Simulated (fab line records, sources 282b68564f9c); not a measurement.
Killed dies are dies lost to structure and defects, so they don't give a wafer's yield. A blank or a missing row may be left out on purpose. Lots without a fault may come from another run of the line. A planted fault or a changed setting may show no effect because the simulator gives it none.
fab line records | flow rit_cmos
record lots=15 wafers=45 last_day=7
route steps=202 shown ACTIVE@12 WELLDRIVE@50 NWELL@51 PWELL@52 NRETRO@63 CONTACT@177 M1@202
lots that met no fault: from a run of the same line without faults
start_h: hours from the record's first day to the start of the lot's first wafer shown | wait_h: hours since the lot's step before | " the same as in the row above | L1.1+2: a row that stands for several wafers | - no value, or no start given | * or withheld: withheld | < > ~ a bound
route shown NAME@n: a module of which the file shows steps, and the number in the route of the first | usual: mean/standard deviation of fault-free wafers | same: alike in all rows | chamber/n: place in a boat | sites: the reading at each site | _std_site: their standard deviation | _edge_site: outer sites' mean less inner sites' | radius_mm: how far each site lies from the wafer's centre | mask NAME#n: copy n | behind: the tool/chamber that last shaped the wafer | hold: why the lot was held/for how many hours/how that ended | device: the transistor (n, p or np) that didn't switch | end of line: the same wafers' tests at the end of the route | a step without rows: its recipe alone | killed: dies lost to structure and defects at the first sort, not the wafer's yield | map: a wafer's dies, x killed, . not, _ none there
set.NAME: the setting as run; set.NAME@STEP: as run at that earlier step | model.NAME: the simulator's own value behind a step, which no gauge read
steps of the route over a sample of lots; a table a step, a row a wafer
services: from which hour (start_h, from the record's first day; less than 0 if before it) a tool's chamber was out of use, for how many hours, and why
## steps
# step RIT_ACTIVE_CD_MEAS_11
# recipe target_cd_nm=1400
# usual cd_nm=1400.5/2
# columns lot.wafer tool chamber start_h wait_h cd_nm
L238.4 cd_sem-01 - 16.18 - 1401.7
L238.5 " - " " 1400.5
L238.6 " - " " 1401.3
L240.2 cd_sem-02 - 24.65 - 1396.6
L240.3 " - " " 1396.2
L240.6 " - " " 1395.2
L241.3 cd_sem-01 - 30.57 - 1399.0
L241.5 " - " " 1402.9
L241.6 " - " " 1399.2
L242.2 cd_sem-02 - 37.97 - 1401.6
L242.5 " - " " 1401.5
L242.6 " - " " 1400.8
L243.2 cd_sem-01 - 42.94 - 1400.8
L243.3 " - " " 1401.5
L243.4 " - " " 1401.9
L244.2 cd_sem-02 - 44.66 - 1400.2
L244.3 " - " " 1398.8
L244.6 " - " " 1397.8
L245.3 cd_sem-02 - 50.65 - 1398.5
L245.4 " - " " 1399.4
L245.5 " - " " 1401.4
L246.2 cd_sem-01 - 54.60 - 1398.6
L246.4 " - " " 1398.6
L246.6 " - " " 1394.7
L247.1 cd_sem-02 - 59.44 - 1402.4
L247.4 " - " " 1403.2
L247.5 " - " " 1401.9
L251.2 cd_sem-02 - 79.73 - 1403.0
L251.3 " - " " 1402.8
L251.5 " - " " 1403.0
L257.1 cd_sem-01 - 109.62 - 1398.9
L257.2 " - " " 1397.4
L257.4 " - " " 1398.2
L258.1 cd_sem-02 - 114.44 - 1398.5
L258.3 " - " " 1402.1
L258.6 " - " " 1399.2
L259.2 cd_sem-01 - 120.27 - 1403.6
L259.4 " - " " 1401.3
L259.5 " - " " 1401.9
L260.2 cd_sem-01 - 125.60 - 1399.8
L260.4 " - " " 1402.6
L260.6 " - " " 1400.3
L261.1 cd_sem-02 - 130.49 - 1399.1
L261.4 " - " " 1398.7
L261.6 " - " " 1396.6
# step RIT_WELLDRIVE_ANNEAL_00
# recipe temp_c=1100 time_s=14700 ambient=N2
# usual spike_tc_centre_C=1101.9/1.2 spike_tc_load_C=1126.7/3 spike_tc_source_C=1127.3/1.8 tube_center_temp_C=1100/0.1 tube_center_temp_C_max=1102.8/0.44 zone_power_centre_pct=57/4.6
# columns lot.wafer tool chamber start_h wait_h spike_tc_centre_C spike_tc_load_C spike_tc_source_C tube_center_temp_C tube_center_temp_C_max zone_power_centre_pct
L238.4 furnace-04 0 25.06 0.7 1100.9 1123.8 1126.6 1099.9 1102.2 52
L238.5 " 0 " " 1100.4 1123.5 1126.6 1100 1102.2 52
L238.6 " 0 " " 1100.4 1124.2 1126.2 1100 1102.4 51
L240.2 furnace-04 0 41.82 0.9 1100.0 1123.9 1127.8 1099.9 1102.3 51
L240.3 " 0 " " 1100.5 1123.7 1126.1 1100.1 1103.0 52
L240.6 " 0 " " 1101.5 1123.5 1128.0 1099.9 1102.6 52
L241.3 furnace-02 0 42.35 0.0 1102.4 1130.8 1129.0 1100 1102.8 57
L241.5 " 0 " " 1102.0 1130.0 1127.6 1099.9 1103.1 57
L241.6 " 0 " " 1100.6 1129.0 1129.6 1099.9 1102.7 58
L242.2 furnace-02 0 47.43 1.4 1102.0 1129.2 1128.0 1100 1104.0 57
L242.5 " 0 " " 1101.2 1129.3 1127.8 1099.9 1102.3 57
L242.6 " 0 " " 1102.9 1129.1 1128.9 1100.1 1102.8 57
L243.2 furnace-04 0 53.73 0.0 1100.8 1122.4 1125.6 1100 1103.1 52
L243.3 " 0 " " 1101.5 1122.9 1127.1 1100.2 1102.5 51
L243.4 " 0 " " 1101.5 1123.6 1128.1 1100 1102.4 51
L244.2 furnace-01 0 53.99 0.0 1101.7 1122.5 1124.5 1099.9 1102.7 64
L244.3 " 0 " " 1102.9 1125.6 1126.7 1100 1102.7 64
L244.6 " 0 " " 1102.9 1124.9 1124.6 1099.9 1102.8 64
L245.3 furnace-01 0 59.07 0.3 1094.0 1117.4 1116.4 1092.1 1094.6 64
L245.4 " 0 " " 1095.6 1116.6 1117.3 1092.1 1095.5 63
L245.5 " 0 " " 1095.2 1117.4 1118.1 1092.1 1095.0 64
L246.2 furnace-02 0 63.44 0.8 1102.7 1128.3 1129.6 1100.1 1102.4 57
L246.4 " 0 " " 1102.7 1130.2 1129.3 1100.1 1103.1 57
L246.6 " 0 " " 1102.4 1129.5 1129.4 1099.9 1103.0 57
L247.1 furnace-01 0 67.73 0.1 1094.1 1117.5 1115.9 1091.9 1095.3 64
L247.4 " 0 " " 1094.0 1117.2 1115.2 1091.9 1094.7 65
L247.5 " 0 " " 1095.0 1117.3 1116.1 1092 1094.2 63
L251.2 furnace-01 0 88.95 0.5 1095.2 1116.7 1116.9 1092.1 1094.5 65
L251.3 " 0 " " 1093.8 1115.7 1117.4 1092 1094.5 64
L251.5 " 0 " " 1094.3 1115.7 1117.4 1091.8 1094.0 64
L257.1 furnace-04 0 119.16 0.8 1100.0 1125.4 1126.3 1099.8 1102.3 52
L257.2 " 0 " " 1100.1 1124.3 1125.8 1100.2 1103.4 52
L257.4 " 0 " " 1099.3 1124.4 1127.7 1100 1102.6 51
L258.1 furnace-02 0 124.98 0.1 1101.1 1129.4 1129.4 1100 1103.5 56
L258.3 " 0 " " 1103.6 1127.7 1128.6 1099.9 1102.5 58
L258.6 " 0 " " 1101.9 1130.3 1129.2 1100.2 1104.4 57
L259.2 furnace-04 0 129.85 0.0 1100.4 1124.4 1124.9 1100.1 1103.0 51
L259.4 " 0 " " 1102.5 1122.6 1128.2 1100.2 1102.9 52
L259.5 " 0 " " 1101.7 1123.1 1126.8 1100 1103.0 51
L260.2 furnace-02 0 134.86 0.7 1101.0 1129.7 1127.9 1099.9 1103.7 57
L260.4 " 0 " " 1104.3 1130.2 1129.4 1100 1103.0 57
L260.6 " 0 " " 1103.4 1130.6 1128.0 1099.8 1102.2 58
L261.1 furnace-02 0 139.94 0.1 1103.4 1130.5 1129.6 1099.9 1103.0 57
L261.4 " 0 " " 1104.6 1130.1 1127.9 1100.1 1103.0 56
L261.6 " 0 " " 1100.7 1127.5 1129.1 1100 1103.3 58
# step RIT_WELLDRIVE_RS_MEAS_01
# recipe thk_meas_gauge=four-point-probe
# usual NWELL_RS=275.6/0.83
# columns lot.wafer tool chamber start_h wait_h NWELL_RS[ohm/sq]
L238.4 film_metro-03 - 30.20 0.1 274.2
L238.5 " - " " 275.0
L238.6 " - " " 274.8
L240.2 film_metro-01 - 46.92 0.0 276.3
L240.3 " - " " 275.8
L240.6 " - " " 275.7
L241.3 film_metro-04 - 47.47 0.0 274.4
L241.5 " - " " 274.4
L241.6 " - " " 274.0
L242.2 film_metro-03 - 52.54 0.0 275.0
L242.5 " - " " 275.9
L242.6 " - " " 275.3
L243.2 film_metro-04 - 58.84 0.0 275.6
L243.3 " - " " 275.0
L243.4 " - " " 275.5
L244.2 film_metro-01 - 59.09 0.0 276.7
L244.3 " - " " 277.3
L244.6 " - " " 276.7
L245.3 film_metro-03 - 64.19 0.0 284.7
L245.4 " - " " 284.4
L245.5 " - " " 284.3
L246.2 film_metro-04 - 68.55 0.0 275.7
L246.4 " - " " 275.9
L246.6 " - " " 275.6
L247.1 film_metro-03 - 72.82 0.0 284.8
L247.4 " - " " 283.6
L247.5 " - " " 283.6
L251.2 film_metro-01 - 94.05 0.0 285.7
L251.3 " - " " 286.6
L251.5 " - " " 286.4
L257.1 film_metro-03 - 124.25 0.0 276.2
L257.2 " - " " 275.0
L257.4 " - " " 276.7
L258.1 film_metro-03 - 130.07 0.0 275.2
L258.3 " - " " 276.4
L258.6 " - " " 275.4
L259.2 film_metro-04 - 134.96 0.0 275.2
L259.4 " - " " 274.9
L259.5 " - " " 275.0
L260.2 film_metro-03 - 139.96 0.0 275.1
L260.4 " - " " 274.9
L260.6 " - " " 274.5
L261.1 film_metro-01 - 145.02 0.0 275.8
L261.4 " - " " 274.9
L261.6 " - " " 276.5
# step RIT_WELLDRIVE_RS_MEAS_02
# recipe thk_meas_gauge=four-point-probe
# usual PWELL_RS=429.4/1.2
# columns lot.wafer tool chamber start_h wait_h PWELL_RS[ohm/sq]
L238.4 film_metro-03 - 30.32 0.1 429.6
L238.5 " - " " 430.2
L238.6 " - " " 430.1
L240.2 film_metro-01 - 47.04 0.1 429.4
L240.3 " - " " 429.8
L240.6 " - " " 430.8
L241.3 film_metro-04 - 47.59 0.1 429.9
L241.5 " - " " 428.7
L241.6 " - " " 430.7
L242.2 film_metro-03 - 52.66 0.1 430.4
L242.5 " - " " 432.0
L242.6 " - " " 430.3
L243.2 film_metro-04 - 58.96 0.1 431.0
L243.3 " - " " 430.8
L243.4 " - " " 430.4
L244.2 film_metro-01 - 59.21 0.1 430.9
L244.3 " - " " 430.9
L244.6 " - " " 430.4
L245.3 film_metro-03 - 64.31 0.1 440.1
L245.4 " - " " 439.7
L245.5 " - " " 438.3
L246.2 film_metro-04 - 68.67 0.1 429.2
L246.4 " - " " 429.5
L246.6 " - " " 429.0
L247.1 film_metro-03 - 72.94 0.1 438.1
L247.4 " - " " 437.8
L247.5 " - " " 437.2
L251.2 film_metro-01 - 94.17 0.1 439.8
L251.3 " - " " 440.2
L251.5 " - " " 439.1
L257.1 film_metro-03 - 124.37 0.1 429.2
L257.2 " - " " 430.3
L257.4 " - " " 430.2
L258.1 film_metro-03 - 130.19 0.1 428.9
L258.3 " - " " 428.9
L258.6 " - " " 429.0
L259.2 film_metro-04 - 135.08 0.1 429.5
L259.4 " - " " 428.1
L259.5 " - " " 429.3
L260.2 film_metro-03 - 140.08 0.1 428.9
L260.4 " - " " 430.4
L260.6 " - " " 427.9
L261.1 film_metro-01 - 145.14 0.1 429.6
L261.4 " - " " 430.3
L261.6 " - " " 429.1
# step RIT_NRETRO_TW_MEAS_10
# usual NRETRO_TW=1052/7.6
# columns lot.wafer tool chamber start_h wait_h NRETRO_TW
L238.4 film_metro-02 - 32.03 0.1 1050
L238.5 " - " " 1050
L238.6 " - " " 1049
L240.2 film_metro-01 - 48.71 0.1 1049
L240.3 " - " " 1051
L240.6 " - " " 1055
L241.3 film_metro-02 - 49.32 0.1 1046
L241.5 " - " " 1044
L241.6 " - " " 1042
L242.2 film_metro-02 - 54.38 0.1 1041
L242.5 " - " " 1048
L242.6 " - " " 1048
L243.2 film_metro-02 - 60.64 0.1 1050
L243.3 " - " " 1051
L243.4 " - " " 1045
L244.2 film_metro-04 - 60.91 0.1 1059
L244.3 " - " " 1058
L244.6 " - " " 1056
L245.3 film_metro-02 - 66.03 0.1 1052
L245.4 " - " " 1047
L245.5 " - " " 1052
L246.2 film_metro-04 - 70.27 0.1 1061
L246.4 " - " " 1065
L246.6 " - " " 1060
L247.1 film_metro-04 - 74.55 0.1 1062
L247.4 " - " " 1062
L247.5 " - " " 1064
L251.2 film_metro-04 - 95.77 0.1 1066
L251.3 " - " " 1063
L251.5 " - " " 1062
L257.1 film_metro-04 - 125.98 0.1 1065
L257.2 " - " " 1055
L257.4 " - " " 1055
L258.1 film_metro-01 - 131.80 0.1 1039
L258.3 " - " " 1044
L258.6 " - " " 1050
L259.2 film_metro-01 - 136.80 0.1 1042
L259.4 " - " " 1046
L259.5 " - " " 1046
L260.2 film_metro-04 - 145.34 0.1 1061
L260.4 " - " " 1056
L260.6 " - " " 1060
L261.1 film_metro-02 - 146.76 0.1 1052
L261.4 " - " " 1051
L261.6 " - " " 1048
# step RIT_CONTACT_OVL_MEAS_09
# usual CONTACT_OVL=0.0/1.3
# columns lot.wafer tool chamber start_h wait_h CONTACT_OVL[nm]
L238.4 overlay-01 - 57.50 0.1 0.8
L238.5 " - " " 1.0
L238.6 " - " " 1.0
L241.3 overlay-02 - 72.52 0.1 -1.1
L241.5 " - " " -0.3
L241.6 " - " " 0.1
L240.2 overlay-02 - 73.03 0.1 0.9
L240.3 " - " " 0.6
L240.6 " - " " -0.1
L242.2 overlay-02 - 76.64 0.1 -1.1
L242.5 " - " " -1.2
L242.6 " - " " -1.0
L244.2 overlay-01 - 84.98 0.1 0.6
L244.3 " - " " -0.2
L244.6 " - " " 1.2
L243.2 overlay-01 - 86.88 0.1 0.2
L243.3 " - " " -1.0
L243.4 " - " " -0.8
L245.3 overlay-01 - 90.30 0.1 -0.5
L245.4 " - " " 0.2
L245.5 " - " " -2.2
L246.2 overlay-01 - 93.67 0.1 -0.3
L246.4 " - " " 0.4
L246.6 " - " " 2.3
L247.1 overlay-02 - 96.76 0.1 -0.8
L247.4 " - " " -0.3
L247.5 " - " " -2.9
L251.2 overlay-02 - 118.02 0.1 -2.1
L251.3 " - " " -0.8
L251.5 " - " " -0.3
L257.1 overlay-02 - 150.22 0.1 -0.4
L257.2 " - " " 0.3
L257.4 " - " " 1.2
L258.1 overlay-02 - 153.55 0.1 -0.9
L258.3 " - " " -0.9
L258.6 " - " " -1.5
L259.2 overlay-01 - 158.62 0.1 0.6
L259.4 " - " " -0.1
L259.5 " - " " -0.6
L260.2 overlay-02 - 167.45 0.1 0.7
L260.4 " - " " 1.1
L260.6 " - " " 1.7
L261.1 overlay-02 - 168.77 0.1 0.3
L261.4 " - " " 1.0
L261.6 " - " " 0.1
# step RIT_M1_PROBE_99
# usual killed_at_contacts=0.1/0.25 killed_at_front_end=8/3.3 killed_dies=8/3.3 killed_on_rim=2.2/1.6 killed_open=3.9/2.1 killed_short=3.8/2.2
# same gross_dies=264 killed_at_M0_to_M3=0 killed_at_M4_up=0 killed_at_back_side=0 killed_at_other=0
# columns lot.wafer tool chamber start_h wait_h killed_at_contacts killed_at_front_end killed_dies killed_on_rim killed_open killed_short
L238.4 prober-01 - 63.67 0.2 0 9 9 6 2 7
L238.5 prober-01 - 63.72 0.2 0 8 8 3 6 2
L238.6 prober-01 - 63.77 0.2 0 9 9 3 7 2
L240.2 prober-02 - 79.51 0.1 0 6 6 3 5 1
L240.3 prober-02 - 79.56 0.2 0 8 8 2 4 4
L240.6 prober-02 - 79.71 0.2 0 9 9 2 4 5
L241.3 prober-01 - 79.56 0.2 0 6 6 1 3 3
L241.5 prober-01 - 79.66 0.2 0 4 4 0 0 4
L241.6 prober-01 - 79.71 0.2 0 6 6 1 3 3
L242.2 prober-02 - 81.73 0.1 0 9 9 1 5 4
L242.5 prober-02 - 81.88 0.2 0 13 13 5 7 6
L242.6 prober-02 - 81.93 0.2 0 17 17 3 7 10
L244.2 prober-01 - 91.97 0.1 0 14 14 5 5 9
L244.3 prober-01 - 92.02 0.2 0 14 14 6 7 7
L244.6 prober-01 - 92.17 0.2 1 10 11 3 7 4
L243.2 prober-02 - 92.59 0.1 0 3 3 1 2 1
L243.3 prober-02 - 92.64 0.2 0 9 9 2 7 2
L243.4 prober-02 - 92.69 0.2 0 5 5 2 2 3
L245.3 prober-01 - 96.04 0.2 0 6 6 1 5 1
L245.4 prober-01 - 96.09 0.2 0 3 3 0 2 1
L245.5 prober-01 - 96.14 0.2 0 5 5 0 5 0
L246.2 prober-02 - 98.75 0.1 0 8 8 4 3 5
L246.4 prober-02 - 98.85 0.2 0 3 3 1 1 2
L246.6 prober-02 - 98.95 0.2 0 11 11 2 7 4
L247.1 prober-01 - 103.67 0.1 0 6 6 1 2 4
L247.4 prober-01 - 103.82 0.2 0 7 7 5 3 4
L247.5 prober-01 - 103.87 0.2 0 8 8 0 5 3
L251.2 prober-01 - 123.58 0.1 0 6 6 3 4 2
L251.3 prober-01 - 123.63 0.2 0 6 6 3 5 1
L251.5 prober-01 - 123.73 0.2 0 3 3 0 0 3
L257.1 prober-01 - 155.37 0.1 0 3 3 2 1 2
L257.2 prober-01 - 155.42 0.1 0 4 4 2 1 3
L257.4 prober-01 - 155.52 0.2 0 8 8 2 4 4
L258.1 prober-02 - 158.80 0.1 0 6 6 0 6 0
L258.3 prober-02 - 158.90 0.2 0 13 13 5 4 9
L258.6 prober-02 - 159.05 0.2 0 3 3 0 3 0
L259.2 prober-01 - 163.74 0.1 0 4 4 1 1 3
L259.4 prober-01 - 163.84 0.2 0 10 10 5 4 6
L259.5 prober-01 - 163.89 0.2 0 8 8 1 5 3
L260.2 prober-02 - 173.79 0.1 0 10 10 3 3 6
L260.4 prober-02 - 173.89 0.2 0 11 11 2 5 6
L260.6 prober-02 - 173.99 0.2 0 10 10 1 4 6
L261.1 prober-01 - 175.24 0.1 0 1 1 1 1 0
L261.4 prober-01 - 175.39 0.2 0 7 7 1 5 2
L261.6 prober-01 - 175.49 0.2 0 7 7 0 4 2
# killed by level:class
L238.4 SILICIDE:geometric_particle:short=3 REOX:geometric_particle:short=2 FOX2:geometric_particle:short=1 GATE:geometric_particle:open=1 GATE:geometric_particle:short=1 SPACER:geometric_particle:open=1
L238.5 GATE:geometric_particle:open=3 SPACER:geometric_particle:short=2 REOX:geometric_particle:open=1 SPACER:geometric_particle:open=1 SILICIDE:geometric_particle:open=1
L238.6 SILICIDE:geometric_particle:open=3 FOX1:geometric_particle:open=2 REOX:geometric_particle:open=1 REOX:geometric_particle:short=1 SPACER:geometric_particle:open=1 SILICIDE:geometric_particle:short=1
L240.2 GATE:geometric_particle:open=2 SILICIDE:geometric_particle:open=2 FOX1:geometric_particle:open=1 GATE:geometric_particle:short=1
L240.3 FOX1:geometric_particle:short=2 GATE:geometric_particle:short=2 FOX1:geometric_particle:open=1 FOX2:geometric_particle:open=1 GATE:geometric_particle:open=1 REOX:geometric_particle:open=1
L241.3 SPACER:geometric_particle:short=2 GATE:geometric_particle:open=1 GATE:geometric_particle:short=1 REOX:geometric_particle:open=1 SILICIDE:geometric_particle:open=1
L241.5 SPACER:geometric_particle:short=2 GATE:geometric_particle:short=1 SILICIDE:geometric_particle:short=1
L240.6 GATE:geometric_particle:short=3 GATE:geometric_particle:open=2 SILICIDE:geometric_particle:open=2 FOX1:geometric_particle:short=1 REOX:geometric_particle:short=1
L241.6 GATE:geometric_particle:open=2 REOX:geometric_particle:short=2 REOX:geometric_particle:open=1 SILICIDE:geometric_particle:short=1
L242.2 GATE:geometric_particle:open=3 GATE:geometric_particle:short=2 FOX2:geometric_particle:short=1 FOX2:geometric_particle:open=1 SPACER:geometric_particle:short=1 SILICIDE:geometric_particle:open=1
L242.5 GATE:geometric_particle:short=4 GATE:geometric_particle:open=3 SPACER:geometric_particle:open=3 FOX1:geometric_particle:open=1 FOX1:geometric_particle:short=1 SILICIDE:geometric_particle:short=1
L242.6 GATE:geometric_particle:short=5 FOX1:geometric_particle:short=3 GATE:geometric_particle:open=3 SPACER:geometric_particle:open=3 SILICIDE:geometric_particle:short=2 SILICIDE:geometric_particle:open=1
L244.2 GATE:geometric_particle:short=5 GATE:geometric_particle:open=3 FOX1:geometric_particle:short=2 REOX:geometric_particle:open=2 REOX:geometric_particle:short=1 SPACER:geometric_particle:short=1
L244.3 GATE:geometric_particle:open=3 REOX:geometric_particle:open=3 FOX1:geometric_particle:short=2 REOX:geometric_particle:short=2 ACTIVE:geometric_particle:short=1 FOX1:geometric_particle:open=1 GATE:geometric_particle:short=1 SILICIDE:geometric_particle:short=1
L244.6 SILICIDE:geometric_particle:open=3 FOX1:geometric_particle:short=2 FOX1:geometric_particle:open=2 GATE:geometric_particle:open=2 REOX:geometric_particle:short=1 CONTACT:geometric_particle:short=1
L243.2 FOX1:geometric_particle:open=1 REOX:geometric_particle:short=1 SPACER:geometric_particle:open=1
L243.3 GATE:geometric_particle:open=5 SILICIDE:geometric_particle:short=2 SILICIDE:geometric_particle:open=2
L243.4 SPACER:geometric_particle:short=2 GATE:geometric_particle:short=1 GATE:geometric_particle:open=1 SILICIDE:geometric_particle:open=1
L245.3 GATE:geometric_particle:open=2 FOX1:geometric_particle:short=1 FOX1:geometric_particle:open=1 REOX:geometric_particle:open=1 SPACER:geometric_particle:open=1
L245.4 GATE:geometric_particle:open=1 SPACER:geometric_particle:short=1 SPACER:geometric_particle:open=1
L245.5 GATE:geometric_particle:open=2 FOX2:geometric_particle:open=1 REOX:geometric_particle:open=1 SILICIDE:geometric_particle:open=1
L246.2 SPACER:geometric_particle:short=2 FOX1:geometric_particle:short=1 FOX1:geometric_particle:open=1 FOX2:geometric_particle:open=1 GATE:geometric_particle:open=1 GATE:geometric_particle:short=1 REOX:geometric_particle:short=1
L246.4 FOX1:geometric_particle:short=1 GATE:geometric_particle:short=1 SPACER:geometric_particle:open=1
L246.6 FOX1:geometric_particle:open=3 GATE:geometric_particle:open=2 REOX:geometric_particle:open=2 FOX1:geometric_particle:short=1 GATE:geometric_particle:short=1 REOX:geometric_particle:short=1 SPACER:geometric_particle:short=1
L247.1 GATE:geometric_particle:open=2 GATE:geometric_particle:short=2 SPACER:geometric_particle:short=2
L247.4 SPACER:geometric_particle:short=2 SILICIDE:geometric_particle:open=2 FOX1:geometric_particle:short=1 FOX2:geometric_particle:open=1 FOX2:geometric_particle:short=1
L247.5 FOX1:geometric_particle:short=2 FOX1:geometric_particle:open=2 SPACER:geometric_particle:open=2 FOX2:geometric_particle:short=1 SILICIDE:geometric_particle:open=1
L251.2 SILICIDE:geometric_particle:open=2 FOX1:geometric_particle:open=1 GATE:geometric_particle:open=1 GATE:geometric_particle:short=1 REOX:geometric_particle:short=1
L251.3 GATE:geometric_particle:open=2 REOX:geometric_particle:open=2 GATE:geometric_particle:short=1 SILICIDE:geometric_particle:open=1
L251.5 FOX1:geometric_particle:short=1 FOX2:geometric_particle:short=1 REOX:geometric_particle:short=1
L257.1 GATE:geometric_particle:open=1 SPACER:geometric_particle:short=1 SILICIDE:geometric_particle:short=1
L257.2 GATE:geometric_particle:short=2 GATE:geometric_particle:open=1 SILICIDE:geometric_particle:short=1
L257.4 GATE:geometric_particle:short=2 FOX1:geometric_particle:open=1 FOX1:geometric_particle:short=1 FOX2:geometric_particle:open=1 GATE:geometric_particle:open=1 SPACER:geometric_particle:short=1 SILICIDE:geometric_particle:open=1
L258.1 GATE:geometric_particle:open=4 REOX:geometric_particle:open=1 SPACER:geometric_particle:open=1
L258.3 GATE:geometric_particle:short=5 GATE:geometric_particle:open=2 SILICIDE:geometric_particle:short=2 FOX1:geometric_particle:short=1 FOX2:geometric_particle:open=1 SPACER:geometric_particle:short=1 SILICIDE:geometric_particle:open=1
L258.6 GATE:geometric_particle:open=2 REOX:geometric_particle:open=1
L259.2 GATE:geometric_particle:short=2 GATE:geometric_particle:open=1 SILICIDE:geometric_particle:short=1
L259.4 SILICIDE:geometric_particle:short=4 GATE:geometric_particle:open=2 REOX:geometric_particle:open=2 FOX2:geometric_particle:short=1 GATE:geometric_particle:short=1
L259.5 SILICIDE:geometric_particle:open=2 FOX2:geometric_particle:open=1 FOX2:geometric_particle:short=1 GATE:geometric_particle:open=1 GATE:geometric_particle:short=1 REOX:geometric_particle:open=1 SILICIDE:geometric_particle:short=1
L260.2 GATE:geometric_particle:short=4 REOX:geometric_particle:short=2 GATE:geometric_particle:open=1 REOX:geometric_particle:open=1 SPACER:geometric_particle:open=1 PWELL:coat_microbubble_printed=1
L260.4 GATE:geometric_particle:short=3 FOX1:geometric_particle:open=2 FOX2:geometric_particle:short=2 FOX1:geometric_particle:short=1 FOX2:geometric_particle:open=1 GATE:geometric_particle:open=1 SILICIDE:geometric_particle:open=1
L260.6 GATE:geometric_particle:short=2 GATE:geometric_particle:open=2 SILICIDE:geometric_particle:short=2 FOX1:geometric_particle:open=1 FOX2:geometric_particle:short=1 SPACER:geometric_particle:short=1 SILICIDE:geometric_particle:open=1
L261.1 GATE:geometric_particle:open=1
L261.4 GATE:geometric_particle:open=3 FOX1:geometric_particle:open=1 FOX2:geometric_particle:short=1 GATE:geometric_particle:short=1 REOX:geometric_particle:open=1
L261.6 FOX1:geometric_particle:short=2 FOX1:geometric_particle:open=2 GATE:geometric_particle:open=2 GATE:coat_microbubble_printed=1
## services
# columns tool chamber start_h hours kind
furnace-02 - 4.43 3.7 pm
furnace-02 - 10.88 7.8 repair
furnace-02 - 33.84 4.1 pm
furnace-04 - 58.82 3.7 pm
furnace-01 - 82.05 3.0 pm
furnace-01 - 97.15 4.4 pm
## key
first_sign step=RIT_WELLDRIVE_ANNEAL_00 reading=tube_center_temp_C direction=down sigmas=73 usual=* struck=*
effect step=RIT_WELLDRIVE_ANNEAL_00 reading=tube_center_temp_C_max direction=down sigmas=18 usual=* struck=*
effect step=RIT_WELLDRIVE_RS_MEAS_01 reading=NWELL_RS direction=up sigmas=11 usual=275.6 struck=284.9
effect step=RIT_WELLDRIVE_RS_MEAS_02 reading=PWELL_RS direction=up sigmas=7.8 usual=429.4 struck=438.9
met_at RIT_WELLDRIVE_ANNEAL_00
struck_lots L245,L247,L251
tester_left_out L245,L247,L251
not_acting_at RIT_ACTIVE_CD_MEAS_11,RIT_NRETRO_TW_MEAS_10,RIT_CONTACT_OVL_MEAS_09
fault kind=process_parameter_drift tool=furnace-01 chamber=- onset_h=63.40 steps=RIT_WELLDRIVE_ANNEAL_00 channel=temp_c offset=* shape=step end_h=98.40 acts_in=* stated=*
# tester_left_out: of these lots the tester's yield and bins aren't shown, on N5 and GAA mostly nor the transistor test; their killed dies are dies lost to structure and defects alone, not to doping, threshold or leakage, so they don't give the yield
